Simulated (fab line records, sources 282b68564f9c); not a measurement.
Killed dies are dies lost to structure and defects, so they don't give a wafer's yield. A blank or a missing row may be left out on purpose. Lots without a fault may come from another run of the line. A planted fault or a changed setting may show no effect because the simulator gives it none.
A struck lot beside a sound one | flow rit_cmos | 26 steps out of a route of 202
Sound: wafers L896.3, L896.4, L896.5. Struck: wafers L904.2, L904.3, L904.5. The cause comes at the end.
At each step with rows: each side's tool, then ch and its chambers, then its first start. Under that, the readings that differ: sound wafers | struck wafers | difference of the means | sigmas: that difference in standard deviations of wafers without a fault.
alike: readings whose means differ by less than 2 such deviations, and words and numbers that are the same on both sides. not compared: withheld readings, readings that some wafer has no value for, bounds like >300 that may hide the same value, and numbers for which the record gives no deviation and whose values overlap.
The two part at a step that has a row with sigmas, a row that says differs or no value, or rows on one side only. Numbers that don't overlap but have no deviation are shown without sigmas and don't part them. A reading that every wafer of one side lacks parts them only if that side has two wafers or more.

first, 1 step without rows for these wafers: RIT_PRETRO_IMPLANT_08.
RIT_PRETRO_STRIP_09: strips in O2, time 180 s.
  sound on plasma_asher-01 ch 0,1, day 2 18:34; struck on plasma_asher-01 ch 1, day 4 13:54
  alike: drypump_motor_current_A
  not compared: rf_hours_counter_h
RIT_PRETRO_TW_MEAS_10:
  sound on film_metro-01, day 2 18:42; struck on film_metro-01, day 4 14:05
  alike: PRETRO_TW
then, 5 steps without rows for these wafers: RIT_GATE_WET_ETCH_00 (etches SiO2 in BOE, target depth 56 nm, time 60 s); RIT_GATE_CLEAN_01 (cleans in SC1, time 600 s); RIT_GATE_CLEAN_02 (cleans in dHF, time 30 s); RIT_GATE_CLEAN_03 (cleans in SC2, time 600 s); RIT_GATE_CLEAN_04 (cleans in dHF, time 60 s).
RIT_FOX2_THK_MEAS_91:
  sound on film_metro-04, day 2 19:11; struck on film_metro-02, day 4 14:35
  alike: FIELD_OXIDE_LEFT_2_THK
then, 2 steps without rows for these wafers: RIT_GATE_OXIDATION_05 (target thk 3 nm, ox time 274.8 s); RIT_GATE_ANNEAL_06 (time 600 s).
RIT_GATE_THK_MEAS_07:
  sound on film_metro-02, day 2 21:13; struck on film_metro-01, day 4 17:42
  alike: GATE_OXIDE_THK
RIT_GATE_CVD_08: deposits poly-Si from SiH4, target thk 250 nm, time 2220 s.
  sound on lpcvd-01 ch 1, day 2 21:16; struck on lpcvd-01 ch 1, day 4 17:45
RIT_GATE_THK_MEAS_09:
  sound on film_metro-01, day 2 23:42; struck on film_metro-01, day 4 19:23
  reading            | sound             | struck            | difference | sigmas
  GATE_POLY_THK (nm) | 253.7 254.7 255.0 | 205.8 205.4 206.1 | -48.7      | -19
then, 6 steps without rows for these wafers: RIT_GATE_HMDS_10 (prime time 60 s); RIT_GATE_COAT_11 (resist thk 850 nm); RIT_GATE_SOFTBAKE_12 (time 60 s); RIT_GATE_EXPOSE_13 (exposes mask M6, target cd 150 nm); RIT_GATE_PEB_14; RIT_GATE_DEVELOP_15 (develop time 50 s).
RIT_GATE_CD_MEAS_16: target cd 150 nm.
  sound on cd_sem-02, day 3 00:38; struck on cd_sem-01, day 4 20:18
  alike: cd_nm
RIT_GATE_OVL_MEAS_17:
  sound on overlay-01, day 3 00:44; struck on overlay-02, day 4 20:24
  alike: GATE_OVL
then, 1 step without rows for these wafers: RIT_GATE_HARDBAKE_18 (time 60 s).
RIT_GATE_ETCH_19: etches poly-Si in SF6/CHF3/O2, stops on SiO2, time 165 s, target depth 312.5 nm.
  sound on rie_si-01 ch 0,1, day 3 00:54; struck on rie_si-01 ch 0,2,3, day 4 20:42
  reading               | sound             | struck            | difference | sigmas
  oes_product_au (a.u.) | 0.854 0.885 0.884 | 0.723 0.765 0.759 | -0.125     | -8
  alike: drypump_motor_current_A, throttle_valve_pct
  not compared: rf_hours_counter_h
RIT_GATE_STRIP_20: strips in O2, time 180 s.
  sound on plasma_asher-03 ch 0,1, day 3 01:04; struck on plasma_asher-01 ch 0,1, day 4 20:48
  alike: drypump_motor_current_A
  not compared: rf_hours_counter_h
RIT_M1_PROBE_99:
  sound on prober-02, day 3 21:16; struck on prober-01, day 5 16:54
  reading             | sound | struck   | difference | sigmas
  killed_at_front_end | 3 5 9 | 72 60 65 | +60        | +21
  killed_dies         | 3 5 9 | 72 60 65 | +60        | +21
  killed_on_rim       | 2 0 3 | 58 55 56 | +55        | +39
  alike: killed_at_contacts, killed_open, killed_short

WHERE THEY PART
First at RIT_GATE_THK_MEAS_09; last, within this record, at RIT_M1_PROBE_99.

WHY: what the simulator had put in
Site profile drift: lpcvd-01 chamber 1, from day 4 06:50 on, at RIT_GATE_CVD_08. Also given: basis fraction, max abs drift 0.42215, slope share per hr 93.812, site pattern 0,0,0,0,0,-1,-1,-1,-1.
